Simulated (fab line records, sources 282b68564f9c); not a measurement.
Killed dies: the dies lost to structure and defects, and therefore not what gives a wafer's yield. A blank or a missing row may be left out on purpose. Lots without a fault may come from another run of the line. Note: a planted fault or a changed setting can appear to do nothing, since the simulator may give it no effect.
Which tool is to blame? | flow ritCmos | 15 lots, 45 wafers sampled, at 3 steps of a route of 202

## WHAT EACH GAUGE READ, for each wafer
RIT_NWELL_OVL_MEAS_06.
lot  | measured    | on         | NWELL_OVL (nm)
L645 | day 1 21:40 | overlay-01 | -2.3 -2.6 -1.8
L646 | day 2 06:35 | overlay-02 | -0.6 -0.9 -1.1
L647 | day 2 10:38 | overlay-02 | -1.8 0.6 -1.2
L648 | day 2 14:26 | overlay-01 | -1.4 -1.9 -1.4
L649 | day 2 23:54 | overlay-01 | -3.3 -3.6 -0.7
L650 | day 3 02:53 | overlay-02 | 0.0 -2.9 -2.1
L651 | day 3 07:05 | overlay-02 | - - -
L652 | day 3 11:05 | overlay-02 | - - -
L653 | day 3 16:31 | overlay-02 | - - -
L661 | day 5 07:58 | overlay-02 | 1.2 0.1 -0.7
L663 | day 5 17:17 | overlay-01 | 0.4 -0.1 -0.7
L664 | day 5 21:03 | overlay-02 | -1.4 0.0 -1.2
L665 | day 6 03:52 | overlay-02 | 1.8 0.8 2.8
L666 | day 6 07:50 | overlay-02 | -0.4 -1.4 -0.7
L667 | day 6 13:10 | overlay-02 | -0.6 1.3 1.4

RIT_PWELL_TW_MEAS_10.
lot  | measured    | on           | PWELL_TW
L645 | day 1 23:54 | filmMetro-04 | 952 957 959
L646 | day 2 08:52 | filmMetro-04 | 957 962 954
L647 | day 2 12:48 | filmMetro-04 | 963 960 965
L648 | day 2 16:56 | filmMetro-04 | 962 961 961
L649 | day 3 02:11 | filmMetro-02 | 956 959 961
L650 | day 3 05:11 | filmMetro-04 | 967 964 968
L651 | day 3 09:23 | filmMetro-04 | 2230 2233 2222
L652 | day 3 13:23 | filmMetro-02 | 2198 2193 2193
L653 | day 3 18:41 | filmMetro-04 | 2226 2223 2235
L661 | day 5 10:08 | filmMetro-02 | 955 957 954
L663 | day 5 19:34 | filmMetro-04 | 960 960 964
L664 | day 5 23:13 | filmMetro-02 | 954 953 960
L665 | day 6 06:11 | filmMetro-04 | 962 967 960
L666 | day 6 10:07 | filmMetro-04 | 967 967 959
L667 | day 6 15:31 | filmMetro-02 | 953 960 952

## EACH LOT AND THE TOOL THAT RAN IT (in order: tool; ch and the chambers of the sampled wafers; start)
lot  | RIT_NWELL_COAT_01
L645 | lithoTrack-01 ch 0, day 1 20:40
L646 | lithoTrack-02 ch 0, day 2 05:51
L647 | lithoTrack-02 ch 0, day 2 09:50
L648 | lithoTrack-01 ch 0, day 2 13:44
L649 | lithoTrack-02 ch 0, day 2 23:03
L650 | lithoTrack-02 ch 0, day 3 02:05
L651 | lithoTrack-02, day 3 06:22
L652 | lithoTrack-04, day 3 10:16
L653 | lithoTrack-01, day 3 15:42
L661 | lithoTrack-04 ch 0, day 5 06:58
L663 | lithoTrack-04 ch 0, day 5 16:26
L664 | lithoTrack-04 ch 0, day 5 20:11
L665 | lithoTrack-02 ch 0, day 6 03:10
L666 | lithoTrack-01 ch 0, day 6 06:56
L667 | lithoTrack-02 ch 0, day 6 12:20
- RIT_NWELL_COAT_01: resist thk 1300 nm.

## AS READ BY THE TOOLS THEMSELVES (means over the sampled wafers that have a number; for cases with no such wafer, the mark the record gives instead)
RIT_NWELL_COAT_01.
lot  | tool          | chillPlateTempC (C) | dispensePressureKPa (kPa)
L645 | lithoTrack-01 | 22.90               | 50.6
L646 | lithoTrack-02 | 23.06               | 50.1
L647 | lithoTrack-02 | 23.03               | 50.1
L648 | lithoTrack-01 | 23.03               | 50.5
L649 | lithoTrack-02 | 22.96               | 50.1
L650 | lithoTrack-02 | 22.93               | 50.1
L651 | lithoTrack-02 | -                   | -
L652 | lithoTrack-04 | -                   | -
L653 | lithoTrack-01 | -                   | -
L661 | lithoTrack-04 | 23.03               | 49.1
L663 | lithoTrack-04 | 23.06               | 49.1
L664 | lithoTrack-04 | 22.96               | 49.1
L665 | lithoTrack-02 | 23.12               | 50.0
L666 | lithoTrack-01 | 23.09               | 50.5
L667 | lithoTrack-02 | 23.08               | 50.0

## THE ANSWER, worked out from the rows above alone
Rule: usual is defined by the lots themselves. The widest of any qualifying gaps counts: lots, ordered by their means at a reading, are off when they make up no more than a third of the lots, leave a main group of 4 or more, and stand apart from it by 3 or more times the standard deviation of that group's means. A main group is skipped when, at the precision printed for the reading in the tables above, its means are all equal. Also off: a lot with no number at a reading for which 4 or more lots have one. The other lots that the step has rows for count as sound. Order of review: gauges by route order, followed by the tools' own readings, for which a lot's mean as printed above is used. The first step at which some lot is off is used, and at that step the reading that is off furthest; a lot without a number counts as furthest.
Off: L651, L652, L653, seen at RIT_NWELL_OVL_MEAS_06 (NWELL_OVL). Without a number there: L651, L652, L653. Mean -0.7 nm and standard deviation 1.2 in the main group.
A tool fits if, at a process step before that reading, it ran every lot that is off, and no sound lot after the first of them. The gauges at RIT_NWELL_OVL_MEAS_06 aren't tried: what is off there is off at RIT_PWELL_TW_MEAS_10 too, on other tools, and a gauge's error can't cause that. Of those tried, none fits.

## WHAT THE SIMULATOR HAD INSERTED
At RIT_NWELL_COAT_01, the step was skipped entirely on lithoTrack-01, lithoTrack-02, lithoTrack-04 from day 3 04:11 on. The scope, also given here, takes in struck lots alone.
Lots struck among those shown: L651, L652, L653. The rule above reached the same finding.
